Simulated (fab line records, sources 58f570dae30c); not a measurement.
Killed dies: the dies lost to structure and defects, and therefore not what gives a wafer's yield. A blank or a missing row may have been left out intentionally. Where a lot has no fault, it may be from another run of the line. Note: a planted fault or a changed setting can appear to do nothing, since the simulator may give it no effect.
Which tool was responsible? | flow berkeley cmos170 | Sampling: 14 lots, 42 wafers, 3 of 331 route steps

== WHAT THE GAUGES READ, wafer by wafer ==
UCB170_SILICIDE_RS_MEAS_02: uses a four-point probe to measure. Usual: for SILICIDE_TI_RS the level is 26.1 ohm/sq and the standard deviation is 0.33.
lot  | measured     | on            | SILICIDE_TI_RS (ohm/sq) | flag
L977 | day 7 11:45  | film metro-01 | 25.3 25.4 25.5          |
L980 | day 8 09:05  | film metro-02 | 26.1 25.5 26.1          |
L982 | day 8 09:23  | film metro-02 | 26.0 25.8 25.5          |
L981 | day 8 09:34  | film metro-02 | 25.9 25.9 26.2          |
L979 | day 8 09:41  | film metro-03 | 26.0 25.6 26.1          |
L984 | day 9 08:58  | film metro-02 | 25.3 25.5 25.3          |
L985 | day 9 09:07  | film metro-03 | 26.1 26.4 26.2          |
L983 | day 9 09:54  | film metro-03 | 26.0 25.9 25.8          |
L989 | day 9 17:10  | film metro-02 | 26.1 21.6 21.6          | OFF
L990 | day 9 17:49  | film metro-02 | 21.4 26.2 21.4          | OFF
L994 | day 11 02:40 | film metro-01 | 26.3 26.0 25.7          |
L995 | day 11 07:35 | film metro-02 | 26.5 26.3 26.1          |
L996 | day 11 22:20 | film metro-01 | 26.4 26.2 26.4          |
L999 | day 12 08:26 | film metro-03 | 26.5 26.1 26.6          |

UCB170_SILICIDE_THK_MEAS_03: measures by xrf. Usual: for SILICIDE_TI_THK the level is 30.1 nm and the standard deviation is 0.34.
lot  | measured     | on            | SILICIDE_TI_THK (nm) | flag
L977 | day 7 11:52  | film metro-01 | 30.5 30.4 30.2       |
L980 | day 8 09:11  | film metro-02 | 30.1 30.7 30.1       |
L982 | day 8 09:31  | film metro-02 | 30.2 30.6 30.8       |
L981 | day 8 09:41  | film metro-02 | 30.4 30.4 30.1       |
L979 | day 8 09:48  | film metro-03 | 30.3 30.8 30.1       |
L984 | day 9 09:05  | film metro-02 | 30.9 30.7 30.9       |
L985 | day 9 09:14  | film metro-03 | 30.4 30.0 30.0       |
L983 | day 9 10:00  | film metro-03 | 30.5 30.5 30.7       |
L989 | day 9 17:17  | film metro-02 | 30.0 35.4 35.4       | OFF
L990 | day 9 17:56  | film metro-02 | 35.5 30.0 35.7       | OFF
L994 | day 11 02:47 | film metro-01 | 29.7 30.1 30.5       |
L995 | day 11 07:42 | film metro-02 | 29.6 30.0 30.1       |
L996 | day 11 22:26 | film metro-01 | 29.7 30.0 29.8       |
L999 | day 12 08:32 | film metro-03 | 29.8 30.2 29.9       |

== EACH LOT AND THE TOOL THAT RAN IT (in order: tool; ch and the chambers of the sampled wafers; start) ==
lot  | UCB170_SILICIDE_SPUTTER_01
L977 | pvd sputter-04, day 7 11:43
L980 | pvd sputter-02, day 8 09:01
L982 | pvd sputter-01, day 8 09:22
L981 | pvd sputter-04, day 8 09:32
L979 | pvd sputter-02, day 8 09:38
L984 | pvd sputter-02, day 9 08:56
L985 | pvd sputter-01, day 9 09:04
L983 | pvd sputter-02, day 9 09:50
L989 | pvd sputter-04, day 9 17:08
L990 | pvd sputter-04, day 9 17:47
L994 | pvd sputter-01, day 11 02:38
L995 | pvd sputter-02, day 11 07:33
L996 | pvd sputter-02, day 11 22:16
L999 | pvd sputter-02, day 12 08:22
- UCB170_SILICIDE_SPUTTER_01: material Ti, target thk 30 nm, time 25 s.

== WHAT THE TOOLS THEMSELVES READ (means of the sampled wafers that have a number; where no wafer has one, the mark that the record gives instead) ==
UCB170_SILICIDE_SPUTTER_01. Usual: throttle valve pct 30.0 %, standard deviation 0.84.
lot  | tool           | throttle valve pct (%) | flag
L977 | pvd sputter-04 | 30.6                   |
L980 | pvd sputter-02 | 30.1                   |
L982 | pvd sputter-01 | 29.7                   |
L981 | pvd sputter-04 | 29.6                   |
L979 | pvd sputter-02 | 29.9                   |
L984 | pvd sputter-02 | 29.7                   |
L985 | pvd sputter-01 | 29.8                   |
L983 | pvd sputter-02 | 29.6                   |
L989 | pvd sputter-04 | 30.4                   |
L990 | pvd sputter-04 | 30.2                   |
L994 | pvd sputter-01 | 29.8                   |
L995 | pvd sputter-02 | 30.5                   |
L996 | pvd sputter-02 | 29.2                   |
L999 | pvd sputter-02 | 29.2                   |

== THE ANSWER, worked out from the rows above alone ==
Rule: take the mean of a lot's wafers that have a number; if it is more than 3 standard deviations from the usual mean, the lot is off. Also off: a lot with no number at a reading for which 4 or more lots have one. Any other lot the step has rows for is counted as sound. After the gauges, taken in route order, come the tools' own readings; for these a lot's mean is taken, as printed above. The first step at which some lot is off is used, and at that step the reading that is off furthest; a lot without a number counts as furthest.
Off: L989, L990, at UCB170_SILICIDE_RS_MEAS_02 (SILICIDE_TI_RS).
A tool fits if, at a process step before that reading, it ran every lot that is off, and no sound lot after the first of them. Those tools and the gauges at UCB170_SILICIDE_RS_MEAS_02 are tried in the same way. One candidate fits, namely pvd sputter-04 at UCB170_SILICIDE_SPUTTER_01. Its last sound lot is L981 (day 8 09:32), its first lot that is off L989 (day 9 17:08): a fault that began between those two fits.

== WHAT THE SIMULATOR HAD PUT IN ==
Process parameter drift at UCB170_SILICIDE_SPUTTER_01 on pvd sputter-04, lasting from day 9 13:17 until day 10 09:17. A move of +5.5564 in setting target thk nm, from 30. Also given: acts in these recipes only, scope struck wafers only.
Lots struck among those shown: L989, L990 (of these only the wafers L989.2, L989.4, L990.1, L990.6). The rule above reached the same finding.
